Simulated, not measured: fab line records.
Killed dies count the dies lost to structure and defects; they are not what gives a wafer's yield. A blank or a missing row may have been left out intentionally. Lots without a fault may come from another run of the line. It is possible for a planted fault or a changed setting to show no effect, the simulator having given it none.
Split-lot experiment :: flow rit_cmos :: 5 lots, 23 wafers read, on a route of 202 steps

SPLIT DETAILS
At RIT_ACTIVE_CVD_03 (deposits Si3N4 from SiH2Cl2/NH3, target thk 150 nm, time 1500 s), the setting sih2cl2_flow_sccm was moved away from the recipe's 60 sccm on 15 of the 23 wafers read, by -4.3% to +13.6%. This setting was run at the recipe's value on the other wafers.

The reading is taken at the split's own step.

THE READING
Si3N4_of_ACTIVE_CVD_03.thk_nm (the simulator's own value, which no gauge read), in nm, at RIT_ACTIVE_CVD_03 (deposits Si3N4 from SiH2Cl2/NH3, target thk 150 nm, time 1500 s). The file gives no usual value for it. Average 149.5 nm, standard deviation 1.2 nm, over the 8 wafers here run with the recipe.

wafer: L075.1
tool, chamber at the split: -, -
sih2cl2_flow_sccm as run, sccm: 68.17
against the recipe: +13.6%
Si3N4_of_ACTIVE_CVD_03.thk_nm, nm: 155.9
against lot-mates on the recipe: no lot-mate on the recipe

wafer: L075.2
tool, chamber at the split: -, -
sih2cl2_flow_sccm as run, sccm: 68.17
against the recipe: +13.6%
Si3N4_of_ACTIVE_CVD_03.thk_nm, nm: 156.2
against lot-mates on the recipe: no lot-mate on the recipe

wafer: L075.3
tool, chamber at the split: -, -
sih2cl2_flow_sccm as run, sccm: 68.17
against the recipe: +13.6%
Si3N4_of_ACTIVE_CVD_03.thk_nm, nm: 157.1
against lot-mates on the recipe: no lot-mate on the recipe

wafer: L075.5
tool, chamber at the split: -, -
sih2cl2_flow_sccm as run, sccm: 68.17
against the recipe: +13.6%
Si3N4_of_ACTIVE_CVD_03.thk_nm, nm: 157.1
against lot-mates on the recipe: no lot-mate on the recipe

wafer: L075.6
tool, chamber at the split: -, -
sih2cl2_flow_sccm as run, sccm: 68.17
against the recipe: +13.6%
Si3N4_of_ACTIVE_CVD_03.thk_nm, nm: 157.2
against lot-mates on the recipe: no lot-mate on the recipe

wafer: L076.1
tool, chamber at the split: -, -
sih2cl2_flow_sccm as run, sccm: 60
against the recipe: recipe
Si3N4_of_ACTIVE_CVD_03.thk_nm, nm: 150.4
against lot-mates on the recipe: -

wafer: L076.2
tool, chamber at the split: -, -
sih2cl2_flow_sccm as run, sccm: 60
against the recipe: recipe
Si3N4_of_ACTIVE_CVD_03.thk_nm, nm: 150.7
against lot-mates on the recipe: -

wafer: L076.4
tool, chamber at the split: -, -
sih2cl2_flow_sccm as run, sccm: 60
against the recipe: recipe
Si3N4_of_ACTIVE_CVD_03.thk_nm, nm: 149.4
against lot-mates on the recipe: -

wafer: L076.5
tool, chamber at the split: -, -
sih2cl2_flow_sccm as run, sccm: 60
against the recipe: recipe
Si3N4_of_ACTIVE_CVD_03.thk_nm, nm: 150.1
against lot-mates on the recipe: -

wafer: L076.6
tool, chamber at the split: -, -
sih2cl2_flow_sccm as run, sccm: 60
against the recipe: recipe
Si3N4_of_ACTIVE_CVD_03.thk_nm, nm: 150.1
against lot-mates on the recipe: -

wafer: L081.1
tool, chamber at the split: -, -
sih2cl2_flow_sccm as run, sccm: 64.12
against the recipe: +6.9%
Si3N4_of_ACTIVE_CVD_03.thk_nm, nm: 151.9
against lot-mates on the recipe: no lot-mate on the recipe

wafer: L081.2
tool, chamber at the split: -, -
sih2cl2_flow_sccm as run, sccm: 64.12
against the recipe: +6.9%
Si3N4_of_ACTIVE_CVD_03.thk_nm, nm: 151.7
against lot-mates on the recipe: no lot-mate on the recipe

wafer: L081.3
tool, chamber at the split: -, -
sih2cl2_flow_sccm as run, sccm: 64.12
against the recipe: +6.9%
Si3N4_of_ACTIVE_CVD_03.thk_nm, nm: 149.9
against lot-mates on the recipe: no lot-mate on the recipe

wafer: L081.4
tool, chamber at the split: -, -
sih2cl2_flow_sccm as run, sccm: 64.12
against the recipe: +6.9%
Si3N4_of_ACTIVE_CVD_03.thk_nm, nm: 150.2
against lot-mates on the recipe: no lot-mate on the recipe

wafer: L081.6
tool, chamber at the split: -, -
sih2cl2_flow_sccm as run, sccm: 64.12
against the recipe: +6.9%
Si3N4_of_ACTIVE_CVD_03.thk_nm, nm: 151.6
against lot-mates on the recipe: no lot-mate on the recipe

wafer: L082.2
tool, chamber at the split: lpcvd-02, 0
sih2cl2_flow_sccm as run, sccm: 60
against the recipe: recipe
Si3N4_of_ACTIVE_CVD_03.thk_nm, nm: 149.9
against lot-mates on the recipe: -

wafer: L082.4
tool, chamber at the split: lpcvd-02, 0
sih2cl2_flow_sccm as run, sccm: 60
against the recipe: recipe
Si3N4_of_ACTIVE_CVD_03.thk_nm, nm: 146.8
against lot-mates on the recipe: -

wafer: L082.5
tool, chamber at the split: lpcvd-02, 0
sih2cl2_flow_sccm as run, sccm: 60
against the recipe: recipe
Si3N4_of_ACTIVE_CVD_03.thk_nm, nm: 148.6
against lot-mates on the recipe: -

wafer: L085.2
tool, chamber at the split: -, -
sih2cl2_flow_sccm as run, sccm: 57.41
against the recipe: -4.3%
Si3N4_of_ACTIVE_CVD_03.thk_nm, nm: 148.5
against lot-mates on the recipe: no lot-mate on the recipe

wafer: L085.6
tool, chamber at the split: -, -
sih2cl2_flow_sccm as run, sccm: 57.41
against the recipe: -4.3%
Si3N4_of_ACTIVE_CVD_03.thk_nm, nm: 148.5
against lot-mates on the recipe: no lot-mate on the recipe

wafer: L085.3
tool, chamber at the split: -, -
sih2cl2_flow_sccm as run, sccm: 57.41
against the recipe: -4.3%
Si3N4_of_ACTIVE_CVD_03.thk_nm, nm: 149.9
against lot-mates on the recipe: no lot-mate on the recipe

wafer: L085.4
tool, chamber at the split: -, -
sih2cl2_flow_sccm as run, sccm: 57.41
against the recipe: -4.3%
Si3N4_of_ACTIVE_CVD_03.thk_nm, nm: 147.8
against lot-mates on the recipe: no lot-mate on the recipe

wafer: L085.5
tool, chamber at the split: -, -
sih2cl2_flow_sccm as run, sccm: 57.41
against the recipe: -4.3%
Si3N4_of_ACTIVE_CVD_03.thk_nm, nm: 149.1
against lot-mates on the recipe: no lot-mate on the recipe

THE FIT
A straight line over all 23 wafers: Si3N4_of_ACTIVE_CVD_03.thk_nm changes by +0.431 nm for each +1% of sih2cl2_flow_sccm; r = +0.90; the points scatter about the line by 1.4 nm.
Too few moved wafers with a lot-mate on the recipe to fit a line net of each lot's own level.

FILE'S OWN FIT
Si3N4_of_ACTIVE_CVD_03.thk_nm changes by +0.432 nm for each +1% of sih2cl2_flow_sccm, r = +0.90.
